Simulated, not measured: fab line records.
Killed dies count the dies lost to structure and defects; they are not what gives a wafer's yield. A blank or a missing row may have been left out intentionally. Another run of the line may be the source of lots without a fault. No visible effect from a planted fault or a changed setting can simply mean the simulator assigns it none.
fab line records	flow berkeley_cmos170	part 1 of 2: steps 1 to 30 of 41
record: lots: 5	wafers: 15	last_day: 13
route steps=331 shown ACTIVE@65 PFIELD@79 FIELD@89 SACOX@97 SCREENOX@100 NVT@104
lots that met no fault: taken from a fault-free run of the same line
start_h: hours from the record's opening day to when the first of the lot's shown wafers began	wait_h: hours from the lot's prior step to this one	" the same as in the row above	L1.1+2: a single row standing in for several wafers	- no value present, or no start provided	* or withheld: withheld	< > ~ a bound
route shown NAME@n: a module of which the file shows steps, and the number in the route of the first	usual: average and standard deviation across the fault-free wafers	same: alike in all rows	chamber/n: place in a boat	sites: the reading at each site	_std_site: their standard deviation	_edge_site: outer sites' mean less inner sites'	radius_mm: for every site, how far away it sits from the centre of the wafer	mask NAME#n: copy n	behind: the tool/chamber that last shaped the wafer	hold: cause of the lot's hold/its duration in hours/its outcome	device: transistor that didn't switch, given as n, p or np	end of line: tests run on the same wafers once the route is complete	step lacking rows: just its recipe	killed: dies lost to structure and defects at the first sort, not the wafer's yield	map: shows each die of a wafer: x if killed, . if not, _ if none is there
set.NAME: the setting as run; set.NAME@STEP: as run at that earlier step	model.NAME: the simulator's own value behind a step, which no gauge read
lots at some steps of the route; a table a step, a row a wafer
services: a tool's chamber out of use, with start hour (start_h, from the record's first day; less than 0 if before it), hours out, and reason
== steps ==
step: UCB170_ACTIVE_CVD_05
recipe: material: Si3N4	target_thk_nm: 220	temp_c: 800	precursor: SiH2Cl2/NH3	time_s: 3300	pressure_mtorr: 200	sih2cl2_flow_sccm: 25	nh3_flow_sccm: 75
lot.wafer	tool	chamber	start_h	wait_h
L075.1+2+4	lpcvd-01	0	87.60	0.7
L082.1+4+5	lpcvd-02	0	117.27	0.0
L091.2+4+5	lpcvd-02	0	168.17	0.7
L090.3+4+6	lpcvd-02	0	175.93	1.9
L096.1+3+5	lpcvd-02	0	200.61	0.0
step: UCB170_ACTIVE_THK_MEAS_06
recipe: reads: Si3N4_of_ACTIVE_CVD_05
usual: ACTIVE_NITRIDE_THK: 219.5/1.9
lot.wafer	tool	chamber	start_h	wait_h	ACTIVE_NITRIDE_THK[nm]
L075.1	film_metro-03	-	89.52	0.0	217.7
L075.2	"	-	"	"	216.8
L075.4	"	-	"	"	217.6
L082.1	film_metro-03	-	119.18	0.0	218.9
L082.4	"	-	"	"	219.4
L082.5	"	-	"	"	217.4
L091.2	film_metro-04	-	170.09	0.0	221.4
L091.4	"	-	"	"	222.3
L091.5	"	-	"	"	221.7
L090.3	film_metro-01	-	177.87	0.0	221.9
L090.4	"	-	"	"	220.5
L090.6	"	-	"	"	219.4
L096.1	film_metro-03	-	202.71	0.2	219.3
L096.3	"	-	"	"	218.8
L096.5	"	-	"	"	217.5
step: UCB170_ACTIVE_HMDS_07
recipe: prime_time_s: 60	prime_temp_c: 100
same: prime_time_s: 60
lot.wafer	tool	chamber	start_h	wait_h
L075.1+2+4	litho_track-04	0	90.55	1.0
L082.1+4+5	litho_track-02	0	119.41	0.2
L091.2+4+5	litho_track-04	0	170.52	0.4
L090.3+4+6	litho_track-04	0	178.13	0.3
L096.1+3+5	litho_track-01	0	202.95	0.2
step: UCB170_ACTIVE_COAT_08
recipe: resist: KrF	spin_rpm: 1500	resist_thk_nm: 900
lot.wafer	tool	chamber	start_h	wait_h
L075.1+2+4	litho_track-04	0	90.70	0.1
L082.1+4+5	litho_track-02	0	119.56	0.1
L091.2+4+5	litho_track-04	0	170.67	0.1
L090.3+4+6	litho_track-04	0	178.28	0.1
L096.1+3+5	litho_track-01	0	203.10	0.1
step: UCB170_ACTIVE_SOFTBAKE_09
recipe: resist: KrF	temp_c: 130	time_s: 60
lot.wafer	tool	chamber	start_h	wait_h
L075.1+2+4	litho_track-04	0	90.85	0.1
L082.1+4+5	litho_track-02	0	119.71	0.1
L091.2+4+5	litho_track-04	0	170.82	0.1
L090.3+4+6	litho_track-04	0	178.43	0.1
L096.1+3+5	litho_track-01	0	203.25	0.1
step: UCB170_ACTIVE_EXPOSE_10
recipe: mask_id: ACTIVE	target_cd_nm: 1200	na: 0.5	sigma_outer: 0.6	source_shape: conventional	dose_mj: 20
usual: exposure_dose_mJ_cm2: 19.96/0.041
lot.wafer	tool	chamber	start_h	wait_h	mask	exposure_dose_mJ_cm2
L075.1	krf_scanner-02	0	91.00	0.1	ACTIVE#0	19.96
L075.2	"	0	"	"	ACTIVE#0	19.96
L075.4	"	0	"	"	ACTIVE#0	19.97
L082.1	krf_scanner-01	0	119.98	0.2	ACTIVE#0	19.88
L082.4	"	0	"	"	ACTIVE#0	19.89
L082.5	"	0	"	"	ACTIVE#0	19.88
L091.2	krf_scanner-02	0	170.96	0.1	ACTIVE#0	19.98
L091.4	"	0	"	"	ACTIVE#0	19.97
L091.5	"	0	"	"	ACTIVE#0	19.99
L090.3	krf_scanner-02	0	178.57	0.1	ACTIVE#0	19.99
L090.4	"	0	"	"	ACTIVE#0	20.00
L090.6	"	0	"	"	ACTIVE#0	19.99
L096.1	krf_scanner-02	0	203.52	0.2	ACTIVE#0	20.01
L096.3	"	0	"	"	ACTIVE#0	19.97
L096.5	"	0	"	"	ACTIVE#0	19.99
step: UCB170_ACTIVE_PEB_11
recipe: peb_temp_c: 130	peb_time_s: withheld	resist: KrF
lot.wafer	tool	chamber	start_h	wait_h
L075.1+2+4	litho_track-01	0	91.74	0.7
L082.1+4+5	litho_track-04	0	120.40	0.4
L091.2+4+5	litho_track-02	0	171.08	0.1
L090.3+4+6	litho_track-04	0	179.13	0.5
L096.1+3+5	litho_track-01	0	203.64	0.1
step: UCB170_ACTIVE_DEVELOP_12
recipe: developer: TMAH	develop_time_s: 45	resist: KrF	dev_temp_c: 21
lot.wafer	tool	chamber	start_h	wait_h
L075.1+2+4	litho_track-01	0	-	-
L082.1+4+5	litho_track-04	0	-	-
L091.2+4+5	litho_track-02	0	-	-
L090.3+4+6	litho_track-04	0	-	-
L096.1+3+5	litho_track-01	0	-	-
step: UCB170_ACTIVE_CD_MEAS_13
recipe: target_cd_nm: 1200
usual: cd_nm: 1200.3/1.6
lot.wafer	tool	chamber	start_h	wait_h	cd_nm
L075.1	cd_sem-01	-	92.02	-	1196.8
L075.2	"	-	"	"	1197.6
L075.4	"	-	"	"	1198.0
L082.1	cd_sem-02	-	120.68	-	1198.6
L082.4	"	-	"	"	1199.4
L082.5	"	-	"	"	1200.3
L091.2	cd_sem-02	-	171.35	-	1201.7
L091.4	"	-	"	"	1203.3
L091.5	"	-	"	"	1203.7
L090.3	cd_sem-02	-	179.40	-	1198.5
L090.4	"	-	"	"	1197.4
L090.6	"	-	"	"	1199.3
L096.1	cd_sem-01	-	203.91	-	1202.2
L096.3	"	-	"	"	1202.0
L096.5	"	-	"	"	1202.9
step: UCB170_ACTIVE_OVL_MEAS_14
usual: ACTIVE_OVL: -1/4.9
lot.wafer	tool	chamber	start_h	wait_h	ACTIVE_OVL[nm]
L075.1	overlay-01	-	92.14	0.1	-6
L075.2	"	-	"	"	-6
L075.4	"	-	"	"	-7
L082.1	overlay-02	-	120.80	0.1	-5
L082.4	"	-	"	"	4
L082.5	"	-	"	"	-8
L091.2	overlay-02	-	171.46	0.1	-12
L091.4	"	-	"	"	-4
L091.5	"	-	"	"	-6
L090.3	overlay-02	-	179.49	0.1	-1
L090.4	"	-	"	"	10
L090.6	"	-	"	"	-1
L096.1	overlay-01	-	204.03	0.1	0
L096.3	"	-	"	"	5
L096.5	"	-	"	"	4
step: UCB170_ACTIVE_ETCH_15
recipe: chemistry: CH3F/Ar/O2	target: Si3N4	stop_on: SiO2	CH3F_flow_sccm: 20	Ar_flow_sccm: 50	O2_flow_sccm: 7	pressure_mtorr: 50	rf_w: 450	target_depth_a: 2420	over_etch_frac: 0.1	time_s: 151
usual: drypump_motor_current_A: 5.58/0.3	oes_product_au: 0.940/0.015	throttle_valve_pct: 8.04/0.13
lot.wafer	tool	chamber	start_h	wait_h	drypump_motor_current_A	oes_product_au	rf_hours_counter_h	throttle_valve_pct
L075.1	rie_diel-03	3	92.17	0.0	4.99	0.942	102	7.95
L075.2	"	1	"	"	5.44	0.952	45	7.95
L075.4	"	0	"	"	5.64	0.921	73	8.23
L082.1	rie_diel-03	3	120.83	0.0	5.00	0.931	104	7.93
L082.4	"	0	"	"	5.63	0.920	74	8.23
L082.5	"	0	"	"	5.66	0.920	-	8.23
L091.2	rie_diel-04	0	171.49	0.0	6.09	0.933	151	7.91
L091.4	"	1	"	"	5.80	0.973	1	8.00
L091.5	"	1	"	"	5.82	0.971	-	7.99
L090.3	rie_diel-03	0	179.51	0.0	5.66	0.935	77	8.24
L090.4	"	3	"	"	4.97	0.940	106	7.94
L090.6	"	1	"	"	5.45	0.962	-	7.96
L096.1	rie_diel-02	2	204.07	0.0	5.40	0.920	97	8.01
L096.3	"	0	"	"	5.34	0.940	16	8.08
L096.5	"	0	"	"	5.36	0.946	-	8.08
step: UCB170_ACTIVE_STRIP_16
recipe: chemistry: O2	power_w: 400	pressure_mtorr: 3500	platen_temp_c: withheld	o2_flow_sccm: 400	overash_fraction: 0.5
usual: drypump_motor_current_A: 6.10/0.26	oes_product_au: 0.721/0.0044	strip_time_to_endpoint_s: 18.08/0.062
lot.wafer	tool	chamber	start_h	wait_h	drypump_motor_current_A	oes_product_au	rf_hours_counter_h	strip_time_to_endpoint_s
L075.1	plasma_asher-01	0	92.28	0.1	5.90	0.725	36	18.01
L075.2	"	1	"	"	6.23	0.720	36	18.03
L075.4	"	0	"	"	5.91	0.727	-	18.08
L082.1	plasma_asher-02	1	120.94	0.1	5.89	0.724	40	18.14
L082.4	"	0	"	"	6.43	0.719	-	18.08
L082.5	"	1	"	"	5.89	0.724	-	18.12
L091.2	plasma_asher-01	0	171.59	0.1	5.91	0.713	5	17.98
L091.4	"	0	"	"	5.93	0.716	-	18.02
L091.5	"	0	"	"	5.92	0.724	-	18.01
L090.3	plasma_asher-02	1	179.65	0.1	5.89	0.716	-	18.13
L090.4	"	0	"	"	6.45	0.728	-	18.16
L090.6	"	1	"	"	5.89	0.724	-	18.20
L096.1	plasma_asher-01	0	204.17	0.1	5.94	0.721	9	18.07
L096.3	"	0	"	"	5.95	0.721	-	18.10
L096.5	"	1	"	"	6.22	0.729	-	18.16
step: UCB170_ACTIVE_CD_MEAS_90
recipe: target_cd_nm: 1200
usual: cd_nm: 1200.2/1.6
lot.wafer	tool	chamber	start_h	wait_h	cd_nm
L075.1	cd_sem-02	-	92.41	0.1	1196.8
L075.2	"	-	"	"	1197.4
L075.4	"	-	"	"	1197.9
L082.1	cd_sem-02	-	121.04	0.1	1198.6
L082.4	"	-	"	"	1199.0
L082.5	"	-	"	"	1200.1
L091.2	cd_sem-02	-	171.71	0.1	1201.3
L091.4	"	-	"	"	1203.3
L091.5	"	-	"	"	1203.4
L090.3	cd_sem-02	-	179.75	0.1	1199.0
L090.4	"	-	"	"	1197.6
L090.6	"	-	"	"	1199.0
L096.1	cd_sem-02	-	204.27	0.1	1202.2
L096.3	"	-	"	"	1201.2
L096.5	"	-	"	"	1202.8
step: UCB170_ACTIVE_CLEAN_17
recipe: chemistry: SPM	temp_c: 120	time_s: 600
usual: temp_c: 120.01/0.12
lot.wafer	tool	chamber	start_h	wait_h	temp_c
L075.1	wet_bench-02	3	94.35	1.9	119.97
L075.2	"	3	"	"	120.00
L075.4	"	3	"	"	119.74
L082.1	wet_bench-03	3	121.16	0.1	120.00
L082.4	"	3	"	"	120.07
L082.5	"	3	"	"	120.05
L091.2	wet_bench-04	0	172.48	0.8	120.20
L091.4	"	0	"	"	119.96
L091.5	"	0	"	"	119.88
L090.3	wet_bench-03	2	179.83	0.1	120.11
L090.4	"	2	"	"	119.93
L090.6	"	2	"	"	119.86
L096.1	wet_bench-02	0	204.39	0.1	120.08
L096.3	"	0	"	"	119.87
L096.5	"	0	"	"	120.02
step: UCB170_PFIELD_HMDS_00
recipe: prime_time_s: 60	prime_temp_c: 100
same: prime_time_s: 60
lot.wafer	tool	chamber	start_h	wait_h
L075.1+2+4	litho_track-01	0	94.53	0.0
L082.1+4+5	litho_track-04	0	121.35	0.0
L091.2+4+5	litho_track-03	0	173.01	0.4
L090.3+4+6	litho_track-04	0	180.31	0.3
L096.1+3+5	litho_track-01	0	204.68	0.1
step: UCB170_PFIELD_COAT_01
recipe: resist: KrF	spin_rpm: 1500	resist_thk_nm: 900
lot.wafer	tool	chamber	start_h	wait_h
L075.1+2+4	litho_track-01	0	94.68	0.1
L082.1+4+5	litho_track-04	0	121.50	0.1
L091.2+4+5	litho_track-03	0	173.16	0.1
L090.3+4+6	litho_track-04	0	180.46	0.1
L096.1+3+5	litho_track-01	0	204.83	0.1
step: UCB170_PFIELD_SOFTBAKE_02
recipe: resist: KrF	temp_c: 130	time_s: 60
lot.wafer	tool	chamber	start_h	wait_h
L075.1+2+4	litho_track-01	0	94.83	0.1
L082.1+4+5	litho_track-04	0	121.65	0.1
L091.2+4+5	litho_track-03	0	173.31	0.1
L090.3+4+6	litho_track-04	0	180.61	0.1
L096.1+3+5	litho_track-01	0	204.98	0.1
step: UCB170_PFIELD_EXPOSE_03
recipe: mask_id: PFIELD	na: 0.5	sigma_outer: 0.6	source_shape: conventional	target_cd_nm: 1500	dose_mj: 30
usual: exposure_dose_mJ_cm2: 30.00/0.031
lot.wafer	tool	chamber	start_h	wait_h	mask	exposure_dose_mJ_cm2
L075.1	krf_scanner-01	0	95.10	0.2	PFIELD#0	30.02
L075.2	"	0	"	"	PFIELD#0	30.00
L075.4	"	0	"	"	PFIELD#0	30.03
L082.1	krf_scanner-02	0	121.80	0.1	PFIELD#0	29.98
L082.4	"	0	"	"	PFIELD#0	30.06
L082.5	"	0	"	"	PFIELD#0	30.02
L091.2	krf_scanner-01	0	173.58	0.2	PFIELD#0	29.95
L091.4	"	0	"	"	PFIELD#0	30.01
L091.5	"	0	"	"	PFIELD#0	29.98
L090.3	krf_scanner-02	0	180.87	0.2	PFIELD#0	30.00
L090.4	"	0	"	"	PFIELD#0	30.02
L090.6	"	0	"	"	PFIELD#0	30.01
L096.1	krf_scanner-01	0	205.13	0.1	PFIELD#0	30.00
L096.3	"	0	"	"	PFIELD#0	30.01
L096.5	"	0	"	"	PFIELD#0	30.02
step: UCB170_PFIELD_PEB_04
recipe: peb_temp_c: 130	peb_time_s: withheld	resist: KrF
lot.wafer	tool	chamber	start_h	wait_h
L075.1+2+4	litho_track-01	0	95.22	0.1
L082.1+4+5	litho_track-01	0	122.07	0.3
L091.2+4+5	litho_track-04	0	173.75	0.2
L090.3+4+6	litho_track-04	0	181.48	0.6
L096.1+3+5	litho_track-03	0	205.54	0.4
step: UCB170_PFIELD_DEVELOP_05
recipe: developer: TMAH	develop_time_s: 45	resist: KrF	dev_temp_c: 21
lot.wafer	tool	chamber	start_h	wait_h
L075.1+2+4	litho_track-01	0	-	-
L082.1+4+5	litho_track-01	0	-	-
L091.2+4+5	litho_track-04	0	-	-
L090.3+4+6	litho_track-04	0	-	-
L096.1+3+5	litho_track-03	0	-	-
step: UCB170_PFIELD_OVL_MEAS_06
usual: PFIELD_OVL: 1/6.5
lot.wafer	tool	chamber	start_h	wait_h	PFIELD_OVL[nm]
L075.1	overlay-01	-	95.50	-	-12
L075.2	"	-	"	"	4
L075.4	"	-	"	"	4
L082.1	overlay-02	-	122.34	-	7
L082.4	"	-	"	"	12
L082.5	"	-	"	"	3
L091.2	overlay-01	-	174.01	-	5
L091.4	"	-	"	"	5
L091.5	"	-	"	"	9
L090.3	overlay-02	-	181.72	-	8
L090.4	"	-	"	"	-4
L090.6	"	-	"	"	3
L096.1	overlay-01	-	205.82	-	-4
L096.3	"	-	"	"	0
L096.5	"	-	"	"	1
step: UCB170_PFIELD_IMPLANT_07
recipe: species: B	dose_cm2: 2e+13	energy_kev: 80	tilt_deg: 7
lot.wafer	tool	chamber	start_h	wait_h
L075.1+2+4	implanter-02	0	95.53	0.0
L082.1+4+5	implanter-02	0	122.38	0.0
L091.2+4+5	implanter-02	0	174.06	0.0
L090.3+4+6	implanter-04	0	181.79	0.1
L096.1+3+5	implanter-04	0	205.86	0.0
step: UCB170_PFIELD_STRIP_08
recipe: chemistry: O2	power_w: 400	pressure_mtorr: 3500	platen_temp_c: withheld	o2_flow_sccm: 400	overash_fraction: 0.5
usual: drypump_motor_current_A: 6.06/0.19	oes_product_au: 0.735/0.0042	strip_time_to_endpoint_s: 21.63/0.057
lot.wafer	tool	chamber	start_h	wait_h	drypump_motor_current_A	oes_product_au	rf_hours_counter_h	strip_time_to_endpoint_s
L075.1	plasma_asher-02	0	95.68	0.1	6.40	0.730	36	21.57
L075.2	"	1	"	"	5.90	0.727	36	21.60
L075.4	"	1	"	"	5.91	0.737	-	21.51
L082.1	plasma_asher-03	1	122.53	0.1	5.96	0.735	35	21.62
L082.4	"	0	"	"	5.96	0.728	-	21.67
L082.5	"	1	"	"	5.97	0.730	-	21.65
L091.2	plasma_asher-01	1	174.19	0.1	6.23	0.730	5	21.59
L091.4	"	0	"	"	5.95	0.737	-	21.57
L091.5	"	1	"	"	6.24	0.728	-	21.46
L090.3	plasma_asher-02	0	181.92	0.1	6.43	0.731	-	21.75
L090.4	"	1	"	"	5.90	0.728	-	21.72
L090.6	"	1	"	"	5.89	0.733	-	21.71
L096.1	plasma_asher-02	0	206.01	0.1	6.37	0.731	47	21.69
L096.3	"	0	"	"	6.38	0.731	-	21.72
L096.5	"	0	"	"	6.39	0.732	-	21.57
step: UCB170_PFIELD_TW_MEAS_09
usual: PFIELD_TW: 604/4.8
lot.wafer	tool	chamber	start_h	wait_h	PFIELD_TW
L075.1	film_metro-02	-	95.78	0.1	603
L075.2	"	-	"	"	603
L075.4	"	-	"	"	600
L082.1	film_metro-02	-	122.63	0.1	610
L082.4	"	-	"	"	608
L082.5	"	-	"	"	610
L091.2	film_metro-01	-	174.30	0.1	609
L091.4	"	-	"	"	610
L091.5	"	-	"	"	610
L090.3	film_metro-03	-	182.01	0.1	605
L090.4	"	-	"	"	602
L090.6	"	-	"	"	605
L096.1	film_metro-01	-	206.11	0.1	609
L096.3	"	-	"	"	606
L096.5	"	-	"	"	606
step: UCB170_FIELD_CLEAN_00
recipe: chemistry: dHF	dilution: 25:1	time_s: 7.5
lot.wafer	tool	chamber	start_h	wait_h
L075.1+2+4	wet_bench-01	1	95.84	0.1
L082.1+4+5	wet_bench-01	0	122.69	0.1
L091.2+4+5	wet_bench-03	2	174.42	0.1
L090.3+4+6	wet_bench-01	2	182.08	0.1
L096.1+3+5	wet_bench-03	1	206.17	0.1
step: UCB170_FIELD_OXIDATION_01
recipe: temp_c: 1000	ambient: H2O	p_h2o_torr: 584.62	target_thk_a: 5583	ox_time_s: 7200
usual: ox_temp_c_max: 1004.3/0.88	tube_center_temp_C: 1000/0.091
lot.wafer	tool	chamber	start_h	wait_h	ox_temp_c_max	tube_center_temp_C
L075.1	furnace-02	0	98.52	2.7	1002.2	1000
L075.2	"	0	"	"	1002.2	999.97
L075.4	"	0	"	"	1003.5	1000.1
L082.1	furnace-04	0	129.78	7.1	1004.2	999.99
L082.4	"	0	"	"	1005.5	1000.1
L082.5	"	0	"	"	1006.7	999.99
L091.2	furnace-04	0	179.97	5.5	1004.4	1000.1
L091.4	"	0	"	"	1004.2	1000.1
L091.5	"	0	"	"	1004.3	1000.1
L090.3	furnace-04	0	187.14	5.0	1004.4	1000.1
L090.4	"	0	"	"	1004.0	1000.1
L090.6	"	0	"	"	1003.6	1000.2
L096.1	furnace-04	0	211.39	5.2	1003.0	999.83
L096.3	"	0	"	"	1004.3	999.91
L096.5	"	0	"	"	1004.4	999.88
step: UCB170_FIELD_THK_MEAS_02
recipe: reads: SiO2_of_FIELD_OXIDATION_01
usual: FIELD_OXIDE_THK: 556/11
lot.wafer	tool	chamber	start_h	wait_h	FIELD_OXIDE_THK[nm]
L075.1	film_metro-02	-	101.52	0.0	561
L075.2	"	-	"	"	557
L075.4	"	-	"	"	555
L082.1	film_metro-03	-	132.78	0.0	546
L082.4	"	-	"	"	543
L082.5	"	-	"	"	543
L091.2	film_metro-04	-	182.98	0.0	550
L091.4	"	-	"	"	569
L091.5	"	-	"	"	557
L090.3	film_metro-02	-	190.16	0.0	551
L090.4	"	-	"	"	553
L090.6	"	-	"	"	550
L096.1	film_metro-03	-	214.39	0.0	574
L096.3	"	-	"	"	574
L096.5	"	-	"	"	577
step: UCB170_FIELD_ANNEAL_03
recipe: temp_c: 1000	time_s: 1200	ambient: N2
usual: tube_center_temp_C: 1000/0.093
lot.wafer	tool	chamber	start_h	wait_h	tube_center_temp_C
L075.1	furnace-04	0	105.57	4.0	1000.1
L075.2	"	0	"	"	1000.1
L075.4	"	0	"	"	999.98
L082.1	furnace-01	0	140.78	8.0	999.84
L082.4	"	0	"	"	999.98
L082.5	"	0	"	"	999.83
L091.2	furnace-01	0	188.55	5.6	999.87
L091.4	"	0	"	"	1000.2
L091.5	"	0	"	"	999.89
L090.3	furnace-01	0	195.56	5.4	999.98
L090.4	"	0	"	"	999.99
L090.6	"	0	"	"	1000.1
L096.1	furnace-02	0	220.01	5.6	1000.1
L096.3	"	0	"	"	1000.1
L096.5	"	0	"	"	999.76
step: UCB170_FIELD_WET_ETCH_04
recipe: chemistry: dHF	dilution: 10:1	target: SiO2	temp_c: 25	time_s: 60
usual: temp_c: 25.00/0.11
lot.wafer	tool	chamber	start_h	wait_h	temp_c
L075.1	wet_bench-01	0	106.90	0.0	24.97
L075.2	"	0	"	"	25.00
L075.4	"	0	"	"	24.89
L082.1	wet_bench-01	2	142.11	0.0	24.98
L082.4	"	2	"	"	25.24
L082.5	"	2	"	"	25.20
L091.2	wet_bench-03	2	189.88	0.0	25.19
L091.4	"	2	"	"	25.04
L091.5	"	2	"	"	25.13
L090.3	wet_bench-03	1	196.90	0.0	25.10
L090.4	"	1	"	"	25.13
L090.6	"	1	"	"	25.09
L096.1	wet_bench-01	1	221.77	0.4	24.91
L096.3	"	1	"	"	24.95
L096.5	"	1	"	"	25.04
step: UCB170_FIELD_WET_ETCH_05
recipe: chemistry: H3PO4	target: Si3N4	temp_c: 160	time_s: 12600
usual: temp_c: 160.00/0.14
lot.wafer	tool	chamber	start_h	wait_h	temp_c
L075.1	wet_bench-01	0	106.93	0.0	159.99
L075.2	"	0	"	"	159.99
L075.4	"	0	"	"	160.15
L082.1	wet_bench-01	0	142.14	0.0	159.99
L082.4	"	0	"	"	159.87
L082.5	"	0	"	"	159.91
L091.2	wet_bench-01	0	189.90	0.0	160.12
L091.4	"	0	"	"	160.23
L091.5	"	0	"	"	160.16
L090.3	wet_bench-01	0	196.92	0.0	159.91
L090.4	"	0	"	"	159.88
L090.6	"	0	"	"	160.13
L096.1	wet_bench-01	3	221.97	0.2	159.88
L096.3	"	3	"	"	159.95
L096.5	"	3	"	"	160.05
